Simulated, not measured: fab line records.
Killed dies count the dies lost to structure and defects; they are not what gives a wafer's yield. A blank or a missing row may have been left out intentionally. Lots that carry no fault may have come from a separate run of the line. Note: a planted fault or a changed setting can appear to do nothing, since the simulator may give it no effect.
A struck lot beside a sound one | flow ritCmos | 15 steps out of a route of 202
Sound: the wafers L707.2, L707.3, L707.6. The struck wafers were L712.1, L712.3, L712.5. The cause is given at the end.
At each step with rows: each side's tool, then ch and its chambers, then its first start. Under that, the readings that differ: sound wafers | struck wafers | difference of the means | sigmas: that difference in standard deviations of wafers without a fault.
alike: a reading whose means differ by less than 2 such deviations, as well as words and numbers matching on both sides. not compared: withheld readings; readings where some wafer has no value; bounds like >300 that might hide an equal value; numbers whose values overlap and for which the record gives no deviation.
Wherever a step has rows on one side only, a row that says differs or no value, or a row with sigmas, the two part there. Numbers that don't overlap but have no deviation are shown without sigmas and don't part them. A reading missing from all wafers of one side parts the sides only when that side holds two or more wafers.

RIT_PWELL_TW_MEAS_10:
  sound on filmMetro-03 at day 4 11:37; struck on filmMetro-03 at day 5 13:52
  alike: PWELL_TW
then, 1 step without rows for these wafers: RIT_WELLDRIVE_ANNEAL_00 (time 14700 s).
RIT_WELLDRIVE_RS_MEAS_01: measurement is done with a four-point probe.
  sound on filmMetro-03 at day 4 16:47; struck on filmMetro-03 at day 5 19:00
  alike: NWELL_RS
RIT_WELLDRIVE_RS_MEAS_02: measurement is done with a four-point probe.
  sound on filmMetro-03 at day 4 16:54; struck on filmMetro-03 at day 5 19:07
  alike: PWELL_RS
then, 6 steps without rows for these wafers: RIT_NRETRO_HMDS_00 (prime time 60 s); RIT_NRETRO_COAT_01 (resist thk 1300 nm); RIT_NRETRO_SOFTBAKE_02 (time 60 s); RIT_NRETRO_EXPOSE_03 (exposes mask M4, target cd 43900 nm); RIT_NRETRO_PEB_04; RIT_NRETRO_DEVELOP_05 (develop time 68 s).
RIT_NRETRO_OVL_MEAS_06:
  sound on overlay-01 at day 4 17:56; struck on overlay-01 at day 5 20:14
  alike: NRETRO_OVL
then, 1 step without rows for these wafers: RIT_NRETRO_HARDBAKE_07 (time 120 s).
RIT_NRETRO_IMPLANT_08:
  sound on implanter-02 ch 0, day 4 18:14; struck on implanter-02 ch 0, day 5 20:32
reading           | sound             | struck            | difference | sigmas
tiltDeg (degrees) | 7.028 6.997 7.008 | 7.641 7.628 7.630 | +0.622     | +28
RIT_NRETRO_STRIP_09: strips in O2, time 180 s.
  sound on plasmaAsher-02 ch 0, day 4 18:22; struck on plasmaAsher-02 ch 0,1, day 5 20:41
  alike: drypumpMotorCurrentA
  not compared: rfHoursCounterH
RIT_M1_PROBE_99:
  sound on prober-01 at day 5 21:03; struck on prober-02 at day 7 00:28
  alike: killedAtContacts, killedAtFrontEnd, killedDies, killedOpen, killedShort

== WHERE THEY PART ==
RIT_NRETRO_IMPLANT_08 only, going by this record. Later steps at which nothing parts them and some readings are alike: RIT_NRETRO_STRIP_09, RIT_M1_PROBE_99.

WHY: what the simulator had put in
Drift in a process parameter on implanter-02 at RIT_NRETRO_IMPLANT_08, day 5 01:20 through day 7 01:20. The setting tiltDeg was moved by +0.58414, starting from 7. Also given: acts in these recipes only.
